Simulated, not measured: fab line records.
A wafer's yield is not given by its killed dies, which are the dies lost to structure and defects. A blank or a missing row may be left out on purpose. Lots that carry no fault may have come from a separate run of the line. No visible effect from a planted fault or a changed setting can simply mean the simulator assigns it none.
Which tool did it? | flow berkeleyCmos170 | Sampling: 13 lots, 39 wafers, 4 of 331 route steps

## WHAT THE GAUGES READ, wafer by wafer
UCB170_V1_CD_MEAS_90 targets a cd of 700 nm. Usual: 699.9 nm for cdNm, sd 1.4.
lot  | measured     | on       | cdNm (nm)         | flag
L177 | day 8 16:15  | cdSem-01 | 698.8 698.8 698.0 | 
L178 | day 8 18:03  | cdSem-01 | 700.4 699.2 699.8 | 
L181 | day 9 09:07  | cdSem-01 | 700.7 700.7 700.6 | 
L184 | day 10 05:19 | cdSem-01 | 701.0 702.0 701.7 | 
L185 | day 10 17:52 | cdSem-01 | 699.6 701.1 700.1 | 
L188 | day 11 01:23 | cdSem-02 | 699.3 700.7 699.3 | 
L187 | day 11 04:40 | cdSem-01 | 698.6 699.1 696.8 | 
L189 | day 11 04:29 | cdSem-02 | 698.1 700.4 698.6 | 
L191 | day 11 14:46 | cdSem-01 | 700.7 702.1 702.4 | 
L194 | day 12 08:27 | cdSem-01 | 700.6 701.7 701.0 | 
L195 | day 12 07:58 | cdSem-01 | - - -             | OFF
L199 | day 13 11:03 | cdSem-02 | 700.2 699.1 698.9 | 
L200 | day 14 14:03 | cdSem-02 | 700.5 701.2 701.7 | 

UCB170_M2_THK_MEAS_03: measures by xrf. Usual: M2_AL_THK gives 862 nm (standard deviation 9.7).
lot  | measured     | on           | M2_AL_THK (nm) | flag
L177 | day 8 16:38  | filmMetro-02 | 871 857 853    | 
L178 | day 8 18:26  | filmMetro-03 | 877 873 877    | 
L181 | day 9 09:31  | filmMetro-04 | 855 858 858    | 
L184 | day 10 05:41 | filmMetro-04 | 863 868 869    | 
L185 | day 10 18:15 | filmMetro-03 | 865 857 867    | 
L188 | day 11 01:46 | filmMetro-03 | 873 859 873    | 
L187 | day 11 05:03 | filmMetro-04 | 861 869 856    | 
L189 | day 11 04:50 | filmMetro-02 | 878 859 879    | 
L191 | day 11 15:09 | filmMetro-02 | 851 847 850    | 
L194 | day 12 08:50 | filmMetro-03 | 843 855 858    | 
L199 | day 13 11:25 | filmMetro-03 | 875 848 869    | 
L200 | day 14 14:26 | filmMetro-02 | 871 868 874    | 

## WHICH TOOL RAN EACH LOT (tool, then ch and the chambers of the sampled wafers, then the start)
lot  | UCB170_V1_CVD_00                | UCB170_V1_PEB_10
L177 | pecvd-03 ch 0,1,2, day 8 13:55  | lithoTrack-01 ch 0, day 8 15:32
L178 | pecvd-02 ch 0,1,2, day 8 15:16  | lithoTrack-01 ch 0, day 8 17:20
L181 | pecvd-01 ch 0,1,2, day 9 06:57  | lithoTrack-03 ch 0, day 9 08:25
L184 | pecvd-02 ch 0,2, day 10 02:03   | lithoTrack-03 ch 0, day 10 04:37
L185 | pecvd-03 ch 1,2, day 10 15:37   | lithoTrack-02 ch 0, day 10 17:09
L188 | pecvd-01 ch 0,1, day 10 22:28   | lithoTrack-02 ch 0, day 11 00:40
L187 | pecvd-01 ch 1,2, day 11 01:54   | lithoTrack-03 ch 0, day 11 03:57
L189 | pecvd-02 ch 0,1,2, day 11 01:59 | lithoTrack-02 ch 0, day 11 03:47
L191 | pecvd-03 ch 1,2, day 11 11:55   | lithoTrack-03 ch 0, day 11 13:48
L194 | pecvd-01 ch 0,1, day 12 04:49   | lithoTrack-02 ch 0, day 12 07:06
L195 | pecvd-03 ch 0,1,2, day 12 04:49 | lithoTrack-01, day 12 06:42
L199 | pecvd-03 ch 0,1,2, day 13 08:44 | lithoTrack-01 ch 0, day 13 10:21
L200 | pecvd-01 ch 0,1,2, day 14 11:47 | lithoTrack-01 ch 0, day 14 13:16
- UCB170_V1_CVD_00: deposits SiO2 from TEOS/O2, target thk 2000 nm, time 250 s.
- UCB170_V1_PEB_10

## WHAT THE TOOLS THEMSELVES READ (means of the sampled wafers that have a number; where no wafer has one, the mark that the record gives instead)
UCB170_V1_CVD_00. Usual: 268 W for heaterPowerW, sd 79.
lot  | tool     | heaterPowerW (W) | flag
L177 | pecvd-03 | 244              | 
L178 | pecvd-02 | 247              | 
L181 | pecvd-01 | 283              | 
L184 | pecvd-02 | 300              | 
L185 | pecvd-03 | 189              | 
L188 | pecvd-01 | 319              | 
L187 | pecvd-01 | 287              | 
L189 | pecvd-02 | 244              | 
L191 | pecvd-03 | 189              | 
L194 | pecvd-01 | 330              | 
L195 | pecvd-03 | 255              | 
L199 | pecvd-03 | 233              | 
L200 | pecvd-01 | 328              | 

UCB170_V1_PEB_10. Usual: chillPlateTempC 23.00 C, standard deviation 0.093; exhaustPa 45.1 Pa, standard deviation 0.9; plateTempC 130.01 C, standard deviation 0.14; resistLineTempC 23.00 C, standard deviation 0.11.
lot  | tool          | chillPlateTempC (C) | exhaustPa (Pa) | plateTempC (C) | resistLineTempC (C) | flag
L177 | lithoTrack-01 | 23.02               | 45.0           | 130.04         | 22.97               | 
L178 | lithoTrack-01 | 23.13               | 45.9           | 130.08         | 23.04               | 
L181 | lithoTrack-03 | 22.93               | 44.7           | 129.98         | 23.04               | 
L184 | lithoTrack-03 | 23.02               | 44.6           | 129.83         | 22.91               | 
L185 | lithoTrack-02 | 23.10               | 45.4           | 129.87         | 23.11               | 
L188 | lithoTrack-02 | 22.99               | 45.6           | 130.12         | 23.19               | 
L187 | lithoTrack-03 | 22.95               | 46.0           | 130.17         | 23.02               | 
L189 | lithoTrack-02 | 23.16               | 45.3           | 129.88         | 22.99               | 
L191 | lithoTrack-03 | 22.93               | 45.1           | 129.90         | 23.05               | 
L194 | lithoTrack-02 | 23.09               | 45.5           | 130.01         | 23.03               | 
L195 | lithoTrack-01 | -                   | -              | -              | -                   | OFF
L199 | lithoTrack-01 | 23.01               | 46.6           | 129.88         | 22.84               | 
L200 | lithoTrack-01 | 23.07               | 45.0           | 129.88         | 22.86               | 

## THE ANSWER, worked out from the rows above alone
Rule: a lot counts as off when the mean over its wafers that have a number is more than 3 standard deviations away from the usual mean. A lot without any number at a reading at which 4 lots or more have one is off too. Any other lot the step has rows for is counted as sound. First the gauges in route order, then the tools' own readings, where a lot's mean is used as printed above. At the first step where some lot is off, the reading lying furthest off is the one used; lots without a number count as furthest.
Off, at UCB170_V1_CD_MEAS_90 on cdNm: L195. Without a number there: L195.
A tool fits if, at a process step before that reading, it ran every lot that is off, and no sound lot after the first of them. Not tried: the gauges at UCB170_V1_CD_MEAS_90; whatever is off there is also off at UCB170_V1_PEB_10, on other tools, and gauge error can't account for it. None of those tried fits.

## WHAT WAS PUT IN BY THE SIMULATOR
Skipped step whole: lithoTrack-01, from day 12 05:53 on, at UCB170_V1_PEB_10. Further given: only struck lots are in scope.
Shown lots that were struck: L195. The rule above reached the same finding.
